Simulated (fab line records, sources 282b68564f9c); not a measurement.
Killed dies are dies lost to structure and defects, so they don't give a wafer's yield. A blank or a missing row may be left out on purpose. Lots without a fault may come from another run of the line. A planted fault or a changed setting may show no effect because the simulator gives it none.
fab line records | flow rit_cmos
record lots=5 wafers=23
route steps=202 shown CONTACT@175 M1@188
start_h: hours from the record's first day to the start of the lot's first wafer shown | wait_h: hours since the lot's step before | " the same as in the row above | L1.1+2: a row that stands for several wafers | - no value, or no start given | * or withheld: withheld | < > ~ a bound
route shown NAME@n: a module of which the file shows steps, and the number in the route of the first | usual: mean/standard deviation of fault-free wafers | same: alike in all rows | chamber/n: place in a boat | sites: the reading at each site | _std_site: their standard deviation | _edge_site: outer sites' mean less inner sites' | radius_mm: how far each site lies from the wafer's centre | mask NAME#n: copy n | behind: the tool/chamber that last shaped the wafer | hold: why the lot was held/for how many hours/how that ended | device: the transistor (n, p or np) that didn't switch | end of line: the same wafers' tests at the end of the route | a step without rows: its recipe alone | killed: dies lost to structure and defects at the first sort, not the wafer's yield | map: a wafer's dies, x killed, . not, _ none there
set.NAME: the setting as run; set.NAME@STEP: as run at that earlier step | model.NAME: the simulator's own value behind a step, which no gauge read
lots whose settings were changed on purpose; a table a step, a row a wafer
## steps
# step RIT_CONTACT_DEVELOP_07
# recipe resist=NOVOLAK develop_time_s=120 dev_temp_c=23
# columns lot.wafer tool chamber start_h wait_h set.develop_time_s
L075.1+2+4 litho_track-04 0 - - 120
L077.1+3 litho_track-04 0 - - 102.6
L077.4+5+6 " 0 " " 120
L079.1+2+3+4+6 litho_track-04 0 - - 120
L082.1+4+6 litho_track-02 0 - - 129.4
L082.2+5 " 0 " " 120
L084.1+2+5 litho_track-02 0 - - 120
L084.3+6 " 0 " " 135.7
# step RIT_CONTACT_CD_MEAS_08
# recipe target_cd_nm=1000
# usual cd_nm=999.6/2.2
# columns lot.wafer tool chamber start_h wait_h set.develop_time_s@CONTACT_DEVELOP_07 cd_nm
L075.1 cd_sem-01 - 62.89 - 120 1000.0
L075.2 " - " " 120 998.7
L075.4 " - " " 120 1000.7
L077.1 cd_sem-02 - 77.34 - 102.6 985.8
L077.3 " - " " 102.6 985.4
L077.4 " - " " 120 998.8
L077.5 " - " " 120 1000.4
L077.6 " - " " 120 1000.2
L079.1 cd_sem-02 - 86.75 - 120 999.4
L079.2 " - " " 120 1000.8
L079.3 " - " " 120 1002.3
L079.4 " - " " 120 1004.0
L079.6 " - " " 120 1000.1
L082.1 cd_sem-01 - 95.62 - 129.4 1004.8
L082.2 " - " " 120 1001.4
L082.4 " - " " 129.4 1003.7
L082.5 " - " " 120 1000.5
L082.6 " - " " 129.4 1006.8
L084.1 cd_sem-02 - 103.97 - 120 998.3
L084.2 " - " " 120 999.2
L084.3 " - " " 135.7 1010.1
L084.5 " - " " 120 996.5
L084.6 " - " " 135.7 1006.0
# step RIT_CONTACT_HARDBAKE_10
# recipe resist=NOVOLAK temp_c=140 time_s=60
# step RIT_CONTACT_ETCH_11
# recipe target_depth_a=4800 over_etch_frac=0.2 stop_on=TiSi2 chemistry=CHF3/CF4/Ar target=SiO2 CHF3_flow_sccm=50 cf4_flow_sccm=10 Ar_flow_sccm=100 O2_flow_sccm=5 pressure_mtorr=100 rf_w=200 time_s=320
# columns lot.wafer tool chamber start_h wait_h set.develop_time_s@CONTACT_DEVELOP_07 model.CONTACT.cd_nm
L075.1 rie_diel-01 3 63.40 0.1 120 1001
L075.2 " 0 " " 120 998.8
L075.4 " 2 " " 120 999.9
L077.1 rie_diel-04 3 77.81 0.1 102.6 986.2
L077.3 " 2 " " 102.6 985
L077.4 " 0 " " 120 999.2
L077.5 " 2 " " 120 999.9
L077.6 " 1 " " 120 999.7
L079.1 rie_diel-03 1 87.17 0.1 120 1000
L079.2+6 " 0,1 " " 120 1001
L079.3 " 2 " " 120 1002
L079.4 " 3 " " 120 1004
L082.1 rie_diel-04 2 95.93 0.1 129.4 1005
L082.2 " 1 " " 120 1001
L082.4 " 1 " " 129.4 1003
L082.5 " 2 " " 120 1000
L082.6 " 1 " " 129.4 1006
L084.1 rie_diel-03 0 104.28 0.1 120 998.1
L084.2 " 2 " " 120 998.9
L084.3 " 2 " " 135.7 1010
L084.5 " 2 " " 120 996
L084.6 " 0 " " 135.7 1006
# step RIT_CONTACT_STRIP_12
# recipe chemistry=O2 time_s=180 resist=NOVOLAK platen_temp_c=withheld power_w=500 pressure_mtorr=4000 o2_flow_sccm=4000
# step RIT_CONTACT_CD_MEAS_90
# recipe target_cd_nm=1000
# usual cd_nm=999.4/2.3
# columns lot.wafer tool chamber start_h wait_h set.develop_time_s@CONTACT_DEVELOP_07 cd_nm
L075.1 cd_sem-02 - 63.77 0.1 120 1000.7
L075.2 " - " " 120 998.7
L075.4 " - " " 120 999.8
L077.1 cd_sem-02 - 78.18 0.1 102.6 986.2
L077.3 " - " " 102.6 984.9
L077.4 " - " " 120 999.3
L077.5 " - " " 120 1000.0
L077.6 " - " " 120 999.7
L079.1 cd_sem-02 - 87.54 0.1 120 1000.8
L079.2 " - " " 120 1000.7
L079.3 " - " " 120 1001.7
L079.4 " - " " 120 1004.4
L079.6 " - " " 120 1000.7
L082.1 cd_sem-02 - 96.39 0.1 129.4 1004.5
L082.2 " - " " 120 1000.7
L082.4 " - " " 129.4 1003.1
L082.5 " - " " 120 1000.5
L082.6 " - " " 129.4 1006.5
L084.1 cd_sem-02 - 104.75 0.1 120 998.3
L084.2 " - " " 120 999.3
L084.3 " - " " 135.7 1009.7
L084.5 " - " " 120 995.9
L084.6 " - " " 135.7 1006.3
# step RIT_M1_COAT_04
# recipe resist=NOVOLAK spin_rpm=2000 resist_thk_nm=1300
# columns lot.wafer tool chamber start_h wait_h set.resist_thk_nm model.NOVOLAK_of_M1_COAT_04.thk_nm
L075.1 litho_track-01 0 64.87 0.1 1300 1309
L075.2 " 0 " " 1300 1304
L075.4 " 0 " " 1300 1306
L077.1 litho_track-03 0 79.29 0.1 1371 1374
L077.3 " 0 " " 1300 1306
L077.4 " 0 " " 1300 1303
L077.5 " 0 " " 1371 1378
L077.6 " 0 " " 1300 1308
L079.1 litho_track-03 0 88.64 0.1 1300 1298
L079.2 " 0 " " 1300 1297
L079.3 " 0 " " 1300 1296
L079.4 " 0 " " 1300 1301
L079.6 " 0 " " 1300 1299
L082.1 litho_track-01 0 97.51 0.1 1300 1302
L082.2 " 0 " " 1300 1301
L082.4 " 0 " " 1300 1305
L082.5 " 0 " " 1300 1304
L082.6 " 0 " " 1300 1306
L084.1+3 litho_track-01 0 105.84 0.1 1352 1358
L084.2+6 " 0 " " 1300 1308
L084.5 " 0 " " 1300 1311
# step RIT_M1_EXPOSE_06
# recipe mask_id=M12 na=0.6 source_shape=conventional sigma_outer=0.5 target_cd_nm=2600 dose_mj=250
# columns lot.wafer tool chamber start_h wait_h mask set.dose_mj
L075.1+2+4 iline_stepper-01 0 65.17 0.1 M12#0 250
L077.1+4 iline_stepper-02 0 79.59 0.1 M12#0 261.4
L077.3+5+6 " 0 " " M12#0 250
L079.1+2+3+4+6 iline_stepper-01 0 89.06 0.2 M12#0 250
L082.1+6 iline_stepper-01 0 97.93 0.2 M12#0 231.8
L082.2+4+5 " 0 " " M12#0 250
L084.1+6 iline_stepper-02 0 106.27 0.2 M12#0 267.1
L084.2+3+5 " 0 " " M12#0 250
# step RIT_M1_PEB_07
# recipe resist=NOVOLAK temp_c=withheld time_s=withheld
# step RIT_M1_DEVELOP_08
# recipe resist=NOVOLAK develop_time_s=68 dev_temp_c=23
# step RIT_M1_CD_MEAS_09
# recipe target_cd_nm=2600
# usual cd_nm=2600.7/2.1
# columns lot.wafer tool chamber start_h wait_h set.dose_mj@M1_EXPOSE_06 cd_nm
L075.1 cd_sem-01 - 65.60 - 250 2599.2
L075.2 " - " " 250 2597.8
L075.4 " - " " 250 2598.9
L077.1 cd_sem-01 - 80.02 - 261.4 2595.2
L077.3 " - " " 250 2601.0
L077.4 " - " " 261.4 2587.7
L077.5 " - " " 250 2608.4
L077.6 " - " " 250 2604.2
L079.1 cd_sem-01 - 89.49 - 250 2599.4
L079.2 " - " " 250 2596.3
L079.3 " - " " 250 2596.4
L079.4 " - " " 250 2595.9
L079.6 " - " " 250 2596.9
L082.1 cd_sem-01 - 98.36 - 231.8 2623.5
L082.2 " - " " 250 2601.7
L082.4 " - " " 250 2601.4
L082.5 " - " " 250 2601.6
L082.6 " - " " 231.8 2623.0
L084.1 cd_sem-01 - 106.70 - 267.1 2588.6
L084.2 " - " " 250 2604.1
L084.3 " - " " 250 2609.3
L084.5 " - " " 250 2603.1
L084.6 " - " " 267.1 2583.6
# step RIT_M1_HARDBAKE_11
# recipe resist=NOVOLAK temp_c=140 time_s=120
# columns lot.wafer tool chamber start_h wait_h set.resist_thk_nm@M1_COAT_04 model.NOVOLAK_of_M1_COAT_04.thk_nm
L075.1 litho_track-01 0 65.75 0.0 1300 1145
L075.2 " 0 " " 1300 1141
L075.4 " 0 " " 1300 1142
L077.1 litho_track-03 0 80.17 0.0 1371 1200
L077.3 " 0 " " 1300 1142
L077.4 " 0 " " 1300 1140
L077.5 " 0 " " 1371 1204
L077.6 " 0 " " 1300 1144
L079.1 litho_track-03 0 89.65 0.0 1300 1135
L079.2+3 " 0 " " 1300 1134
L079.4 " 0 " " 1300 1138
L079.6 " 0 " " 1300 1136
L082.1 litho_track-02 0 98.52 0.0 1300 1139
L082.2 " 0 " " 1300 1138
L082.4+6 " 0 " " 1300 1142
L082.5 " 0 " " 1300 1140
L084.1+3 litho_track-02 0 106.85 0.0 1352 1187
L084.2 " 0 " " 1300 1144
L084.5 " 0 " " 1300 1146
L084.6 " 0 " " 1300 1143
# step RIT_M1_METAL_ETCH_12
# recipe stop_on=SiO2 chemistry=Cl2/BCl3 target=Al time_s=165 over_etch_frac=0.5 pressure_mtorr=100 target_depth_a=6000 rf_w=250 Cl2_flow_sccm=60 bcl3_flow_sccm=50
# columns lot.wafer tool chamber start_h wait_h set.time_s set.dose_mj@M1_EXPOSE_06 model.M1.cd_nm
L075.1+4 rie_metal-01 1 66.00 0.2 165 250 2598
L075.2 " 0 " " 165 250 2600
L077.1 rie_metal-01 0 80.42 0.2 165 261.4 2597
L077.3 " 1 " " 174.8 250 2597
L077.4 " 0 " " 165 261.4 2591
L077.5 " 1 " " 174.8 250 2603
L077.6 " 0 " " 165 250 2607
L079.1 rie_metal-02 1 89.90 0.2 151.5 250 2600
L079.2+3 " 0 " " 165 250 2598
L079.4 " 1 " " 165 250 2593
L079.6 " 1 " " 151.5 250 2596
L082.1 rie_metal-02 1 98.77 0.2 179.4 231.8 2621
L082.2+5 " 0 " " 179.4 250 2600
L082.4 " 0 " " 165 250 2601
L082.6 " 1 " " 165 231.8 2622
L084.1 rie_metal-04 0 107.10 0.2 165 267.1 2592
L084.2 " 1 " " 145.4 250 2603
L084.3 " 1 " " 145.4 250 2609
L084.5 " 0 " " 165 250 2607
L084.6 " 1 " " 145.4 267.1 2584
# step RIT_M1_STRIP_13
# recipe chemistry=nmp resist=NOVOLAK temp_c=80 time_s=600 dry=n2_spin
# step RIT_M1_STRIP_14
# recipe chemistry=O2 time_s=180 platen_temp_c=withheld power_w=500 pressure_mtorr=4000 o2_flow_sccm=4000
# step RIT_M1_CD_MEAS_90
# recipe target_cd_nm=2600
# usual cd_nm=2601/3.2
# columns lot.wafer tool chamber start_h wait_h set.dose_mj@M1_EXPOSE_06 cd_nm
L075.1 cd_sem-01 - 66.52 0.1 250 2598
L075.2 " - " " 250 2600
L075.4 " - " " 250 2598
L077.1 cd_sem-01 - 80.95 0.1 261.4 2597
L077.3 " - " " 250 2597
L077.4 " - " " 261.4 2591
L077.5 " - " " 250 2603
L077.6 " - " " 250 2607
L079.1 cd_sem-01 - 90.41 0.1 250 2600
L079.2 " - " " 250 2598
L079.3 " - " " 250 2598
L079.4 " - " " 250 2593
L079.6 " - " " 250 2596
L082.1 cd_sem-01 - 99.28 0.1 231.8 2621
L082.2 " - " " 250 2600
L082.4 " - " " 250 2601
L082.5 " - " " 250 2600
L082.6 " - " " 231.8 2622
L084.1 cd_sem-01 - 107.61 0.1 267.1 2592
L084.2 " - " " 250 2603
L084.3 " - " " 250 2609
L084.5 " - " " 250 2607
L084.6 " - " " 267.1 2583
# step RIT_M1_ANNEAL_15
# recipe temp_c=450 time_s=1800 ambient=forming_gas_H2N2
# step RIT_M1_PROBE_99
# usual killed_at_M0_to_M3=0.0/0.16 killed_at_contacts=0.1/0.32 killed_at_front_end=7.0/2.9 killed_dies=7.2/2.9 killed_open=3.4/2 killed_short=3.7/2.1
# same gross_dies=264 killed_at_M4_up=0 killed_at_back_side=0 killed_at_other=0
# columns lot.wafer tool chamber start_h wait_h set.energy_kev@PLDD_IMPLANT_08 set.time_s@SPACER_CLEAN_01 killed_at_M0_to_M3 killed_at_contacts killed_at_front_end killed_dies killed_open killed_short model.etest.pldd.rs_ohm_sq model.etest.field_n.vt_v
L075.1 prober-02 - 68.26 0.1 20 30 0 0 5 5 3 2 526.2 34.38
L075.2 prober-02 - 68.31 0.1 20 30 0 0 7 7 3 4 510.8 35.23
L075.4 prober-02 - 68.41 0.2 20 30 0 0 5 5 3 2 508.2 35
L077.1 prober-01 - 82.69 0.1 20.36 34.48 0 0 7 7 4 3 503.9 38.41
L077.3 prober-01 - 82.79 0.2 20.36 34.48 0 0 8 8 4 4 486.4 37.85
L077.4 prober-01 - 82.84 0.2 20 34.48 0 0 14 14 9 5 497.6 38.46
L077.5 prober-01 - 82.89 0.2 20.36 34.48 0 0 8 8 5 3 485.2 38.85
L077.6 prober-01 - 82.94 0.2 20 34.48 0 0 5 5 0 5 494.4 38.78
L079.1 prober-01 - 92.15 0.1 20 33.83 0 0 4 4 2 2 472.1 37.94
L079.2 prober-01 - 92.20 0.1 19.61 33.83 0 0 13 13 10 3 498.2 38.33
L079.3 prober-01 - 92.25 0.2 19.61 33.83 0 0 7 7 4 3 493.1 38.85
L079.4 prober-01 - 92.30 0.2 19.61 33.83 0 0 7 7 2 5 488.7 38.19
L079.6 prober-01 - 92.40 0.2 20 33.83 0 0 5 5 4 1 472.9 37.52
L082.1 prober-02 - 101.02 0.1 20.88 30 0 0 16 16 3 5 480.8 35.74
L082.2 prober-02 - 101.07 0.1 20.88 30 1 0 14 15 5 2 490.8 35.36
L082.4 prober-02 - 101.17 0.2 20 30 0 2 10 12 3 2 528.5 35.47
L082.5 prober-02 - 101.22 0.2 20 30 0 0 6 6 2 2 521.2 35.74
L082.6 prober-02 - 101.27 0.2 20 30 0 0 6 6 0 1 526.4 35.42
L084.1 prober-02 - 109.35 0.1 20 28.46 0 0 7 7 3 4 542 34.5
L084.2 prober-02 - 109.40 0.1 20.77 28.46 1 0 7 8 3 5 522.8 35.1
L084.3 prober-02 - 109.45 0.2 20 28.46 0 0 5 5 1 4 539.1 34.16
L084.5 prober-02 - 109.55 0.2 20.77 28.46 0 0 8 8 1 7 506.9 33.74
L084.6 prober-02 - 109.60 0.2 20 28.46 0 0 10 10 3 7 544.4 34.16
# killed by level:class
L075.1 GATE:geometric_particle:open=2 SPACER:geometric_particle:short=2 FOX2:geometric_particle:open=1
L075.2 SILICIDE:geometric_particle:open=2 FOX1:geometric_particle:short=1 FOX2:geometric_particle:short=1 GATE:geometric_particle:open=1 SPACER:geometric_particle:short=1 SILICIDE:geometric_particle:short=1
L075.4 FOX1:geometric_particle:short=2 GATE:geometric_particle:open=2 FOX1:geometric_particle:open=1
L077.1 GATE:geometric_particle:short=2 SPACER:geometric_particle:open=2 FOX1:geometric_particle:open=1 GATE:geometric_particle:open=1 SPACER:geometric_particle:short=1
L077.3 GATE:geometric_particle:open=2 REOX:geometric_particle:short=2 FOX1:geometric_particle:short=1 GATE:geometric_particle:short=1 SPACER:geometric_particle:open=1 SILICIDE:geometric_particle:open=1
L077.4 REOX:geometric_particle:short=5 REOX:geometric_particle:open=5 FOX1:geometric_particle:open=2 SILICIDE:geometric_particle:open=2
L077.5 GATE:geometric_particle:open=2 GATE:geometric_particle:short=2 REOX:geometric_particle:open=2 SPACER:geometric_particle:open=1 FOX1:geometric_particle:short=1
L077.6 SPACER:geometric_particle:short=2 FOX1:geometric_particle:short=1 GATE:geometric_particle:short=1 REOX:geometric_particle:short=1
L079.1 FOX1:geometric_particle:open=1 GATE:geometric_particle:open=1 GATE:geometric_particle:short=1 SPACER:geometric_particle:short=1
L079.2 SPACER:geometric_particle:open=4 FOX2:geometric_particle:open=2 GATE:geometric_particle:open=2 REOX:geometric_particle:open=2 REOX:geometric_particle:short=2 SPACER:geometric_particle:short=1
L079.3 GATE:geometric_particle:short=3 REOX:geometric_particle:open=2 GATE:geometric_particle:open=1 SPACER:geometric_particle:open=1
L079.4 GATE:geometric_particle:open=2 GATE:geometric_particle:short=2 SPACER:geometric_particle:short=2 REOX:geometric_particle:short=1
L079.6 FOX2:geometric_particle:open=1 GATE:geometric_particle:open=1 REOX:geometric_particle:open=1 REOX:geometric_particle:short=1 SPACER:geometric_particle:open=1
L082.1 GATE:area_etch=8 SPACER:geometric_particle:short=3 ACTIVE:geometric_particle:open=1 FOX1:geometric_particle:short=1 FOX2:geometric_particle:short=1 REOX:geometric_particle:open=1 SPACER:geometric_particle:open=1
L082.2 GATE:area_etch=8 FOX2:geometric_particle:open=3 GATE:geometric_particle:open=1 SPACER:geometric_particle:short=1 SILICIDE:geometric_particle:open=1 M1:geometric_particle:short=1
L082.4 GATE:area_etch=7 SPACER:geometric_particle:open=1 FOX2:geometric_particle:open=1 GATE:geometric_particle:short=1 CONTACT:geometric_particle:open=1 CONTACT:geometric_particle:short=1
L082.5 GATE:area_etch=2 FOX1:geometric_particle:open=1 GATE:geometric_particle:open=1 GATE:geometric_particle:short=1 SPACER:geometric_particle:short=1
L082.6 GATE:area_etch=5 REOX:geometric_particle:short=1
L084.1 REOX:geometric_particle:open=2 FOX1:geometric_particle:short=1 GATE:geometric_particle:short=1 REOX:geometric_particle:short=1 SPACER:geometric_particle:short=1 SPACER:geometric_particle:open=1
L084.2 REOX:geometric_particle:short=2 FOX1:geometric_particle:short=1 FOX2:geometric_particle:open=1 FOX2:geometric_particle:short=1 GATE:geometric_particle:open=1 REOX:geometric_particle:open=1 M1:geometric_particle:short=1
L084.3 GATE:geometric_particle:short=2 FOX2:geometric_particle:short=1 REOX:geometric_particle:short=1 SILICIDE:geometric_particle:open=1
L084.5 GATE:geometric_particle:short=3 SILICIDE:geometric_particle:short=2 FOX2:geometric_particle:open=1 FOX2:geometric_particle:short=1 SPACER:geometric_particle:short=1
L084.6 SILICIDE:geometric_particle:short=3 REOX:geometric_particle:open=2 REOX:geometric_particle:short=2 FOX2:geometric_particle:short=1 GATE:geometric_particle:short=1 SILICIDE:geometric_particle:open=1
## key
split step=RIT_CONTACT_DEVELOP_07 setting=develop_time_s stated=120 by=wafer
response step=RIT_CONTACT_CD_MEAS_08 reading=cd_nm change=+0.837 per=1% r=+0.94
response step=RIT_CONTACT_ETCH_11 reading=model.CONTACT.cd_nm change=+0.83 per=1% r=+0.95
response step=RIT_CONTACT_CD_MEAS_90 reading=cd_nm change=+0.835 per=1% r=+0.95
split step=RIT_M1_COAT_04 setting=resist_thk_nm stated=1300 by=wafer
response step=RIT_M1_COAT_04 reading=model.NOVOLAK_of_M1_COAT_04.thk_nm change=+12.7 per=1% r=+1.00
response step=RIT_M1_HARDBAKE_11 reading=model.NOVOLAK_of_M1_COAT_04.thk_nm change=+10.9 per=1% r=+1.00
split step=RIT_M1_EXPOSE_06 setting=dose_mj stated=250 by=wafer
response step=RIT_M1_CD_MEAS_09 reading=cd_nm change=-2.91 per=1% r=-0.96
response step=RIT_M1_METAL_ETCH_12 reading=model.M1.cd_nm change=-2.64 per=1% r=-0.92
response step=RIT_M1_CD_MEAS_90 reading=cd_nm change=-2.63 per=1% r=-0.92
split step=RIT_M1_METAL_ETCH_12 setting=time_s stated=165 by=wafer
response none clear
split outside_this_file step=RIT_PLDD_IMPLANT_08 setting=energy_kev
split outside_this_file step=RIT_SPACER_CLEAN_01 setting=time_s
# split outside_this_file: this setting was split too, and the file shows its column; the key of that split is in another file
